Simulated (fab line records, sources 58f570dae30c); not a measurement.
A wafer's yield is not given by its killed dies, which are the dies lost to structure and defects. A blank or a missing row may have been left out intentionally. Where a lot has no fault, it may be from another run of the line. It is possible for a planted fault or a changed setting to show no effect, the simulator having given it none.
Split-lot trial / flow berkeley-cmos170 / 23 wafers read across 5 lots, on a route 331 steps long

ON THE SPLIT
At UCB170_ACTIVE_STRIP_16 (strips in O2), the setting power-w was moved away from the recipe's 400 W on 9 of the 23 wafers read, by +3.0% to +7.7%. All remaining wafers had this setting at the recipe value.

The reading is taken at the split's own step.

THE READING
oes-product-au, in a.u., at UCB170_ACTIVE_STRIP_16 (strips in O2). A value of 0.721 a.u. with a standard deviation of 0.0041 a.u. is what fault-free wafers of this fab line usually give.

wafer=L074.1; tool, chamber at the split=plasma-asher-03, 0; power-w as run, W=412.1; against the recipe=+3.0%; oes-product-au, a.u.=0.733; against lot-mates on the recipe=+0.010
wafer=L074.2; tool, chamber at the split=plasma-asher-03, 1; power-w as run, W=400; against the recipe=recipe; oes-product-au, a.u.=0.727; against lot-mates on the recipe=-
wafer=L074.3; tool, chamber at the split=plasma-asher-03, 0; power-w as run, W=412.1; against the recipe=+3.0%; oes-product-au, a.u.=0.723; against lot-mates on the recipe=+0.000
wafer=L074.4; tool, chamber at the split=plasma-asher-03, 1; power-w as run, W=400; against the recipe=recipe; oes-product-au, a.u.=0.719; against lot-mates on the recipe=-
wafer=L074.6; tool, chamber at the split=plasma-asher-03, 0; power-w as run, W=412.1; against the recipe=+3.0%; oes-product-au, a.u.=0.732; against lot-mates on the recipe=+0.009
wafer=L077.2; tool, chamber at the split=plasma-asher-04, 0; power-w as run, W=400; against the recipe=recipe; oes-product-au, a.u.=0.717; against lot-mates on the recipe=-
wafer=L077.4; tool, chamber at the split=plasma-asher-04, 1; power-w as run, W=400; against the recipe=recipe; oes-product-au, a.u.=0.721; against lot-mates on the recipe=-
wafer=L077.6; tool, chamber at the split=plasma-asher-04, 0; power-w as run, W=400; against the recipe=recipe; oes-product-au, a.u.=0.717; against lot-mates on the recipe=-
wafer=L078.1; tool, chamber at the split=plasma-asher-03, 0; power-w as run, W=430.9; against the recipe=+7.7%; oes-product-au, a.u.=0.749; against lot-mates on the recipe=+0.027
wafer=L078.2; tool, chamber at the split=plasma-asher-03, 1; power-w as run, W=430.9; against the recipe=+7.7%; oes-product-au, a.u.=0.750; against lot-mates on the recipe=+0.028
wafer=L078.4; tool, chamber at the split=plasma-asher-03, 1; power-w as run, W=400; against the recipe=recipe; oes-product-au, a.u.=0.721; against lot-mates on the recipe=-
wafer=L078.5; tool, chamber at the split=plasma-asher-03, 1; power-w as run, W=430.9; against the recipe=+7.7%; oes-product-au, a.u.=0.749; against lot-mates on the recipe=+0.027
wafer=L078.6; tool, chamber at the split=plasma-asher-03, 0; power-w as run, W=400; against the recipe=recipe; oes-product-au, a.u.=0.723; against lot-mates on the recipe=-
wafer=L082.1; tool, chamber at the split=plasma-asher-01, 0; power-w as run, W=418.5; against the recipe=+4.6%; oes-product-au, a.u.=0.731; against lot-mates on the recipe=+0.003
wafer=L082.2; tool, chamber at the split=plasma-asher-01, 1; power-w as run, W=418.5; against the recipe=+4.6%; oes-product-au, a.u.=0.739; against lot-mates on the recipe=+0.011
wafer=L082.4; tool, chamber at the split=plasma-asher-01, 0; power-w as run, W=400; against the recipe=recipe; oes-product-au, a.u.=0.729; against lot-mates on the recipe=-
wafer=L082.5; tool, chamber at the split=plasma-asher-01, 0; power-w as run, W=400; against the recipe=recipe; oes-product-au, a.u.=0.726; against lot-mates on the recipe=-
wafer=L082.6; tool, chamber at the split=plasma-asher-01, 1; power-w as run, W=418.5; against the recipe=+4.6%; oes-product-au, a.u.=0.737; against lot-mates on the recipe=+0.009
wafer=L083.1; tool, chamber at the split=plasma-asher-03, 0; power-w as run, W=400; against the recipe=recipe; oes-product-au, a.u.=0.721; against lot-mates on the recipe=-
wafer=L083.2; tool, chamber at the split=plasma-asher-03, 1; power-w as run, W=400; against the recipe=recipe; oes-product-au, a.u.=0.717; against lot-mates on the recipe=-
wafer=L083.4; tool, chamber at the split=plasma-asher-03, 1; power-w as run, W=400; against the recipe=recipe; oes-product-au, a.u.=0.720; against lot-mates on the recipe=-
wafer=L083.5; tool, chamber at the split=plasma-asher-03, 1; power-w as run, W=400; against the recipe=recipe; oes-product-au, a.u.=0.720; against lot-mates on the recipe=-
wafer=L083.6; tool, chamber at the split=plasma-asher-03, 0; power-w as run, W=400; against the recipe=recipe; oes-product-au, a.u.=0.723; against lot-mates on the recipe=-

FIT RESULTS
A straight line over all 23 wafers: oes-product-au changes by +0.00344 a.u. for each +1% of power-w; r = +0.93; the points scatter about the line by 0.0038 a.u.
The same after taking each lot's own level away (the mean of its wafers on the recipe; 23 wafers): +0.0031 a.u. for each +1%; r = +0.92; scatter 0.0039 a.u.
That fit puts the effect of the largest move of power-w on the reading at 0.024 a.u.
The span of the lots' own levels, 0.7183 to 0.7275 a.u., comes to 2.2 times the standard deviation stated above.
So the lot-to-lot level changes the slope: the two fits differ.
Check: for one of the wafers moved furthest among these (+7.7%), held out of the fit, the line's prediction against its lot-mates is +0.0221 a.u. It came out at +0.027 a.u. against them.
Tool readings at the split's step, against how far the setting was moved: oes-product-au r = +0.93; strip-time-to-endpoint-s r = -0.98.

OTHER SPLITS ON THESE WAFERS
Other splits were also applied to these wafers ahead of the reading. Each is held against what the fit with the lots' levels taken away leaves over:
other split on the same wafers=UCB170_ACTIVE_CVD_05 nh3-flow-sccm; wafers away from the commonest value=18; r with oes-product-au (lot level and that fit taken away)=+0.37

THE WHOLE CHAIN: every reading that the file lists as answering this split, in the file's order
step=UCB170_ACTIVE_STRIP_16; what it does=strips in O2; reading=oes-product-au; change (the file's fit)=+0.00299 a.u. for each +1% of the setting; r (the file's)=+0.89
step=UCB170_ACTIVE_STRIP_16; what it does=strips in O2; reading=strip-time-to-endpoint-s; change (the file's fit)=withheld for each +1% of the setting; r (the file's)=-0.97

FILE'S OWN FIT
oes-product-au changes by +0.00299 a.u. for each +1% of power-w, r = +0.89.
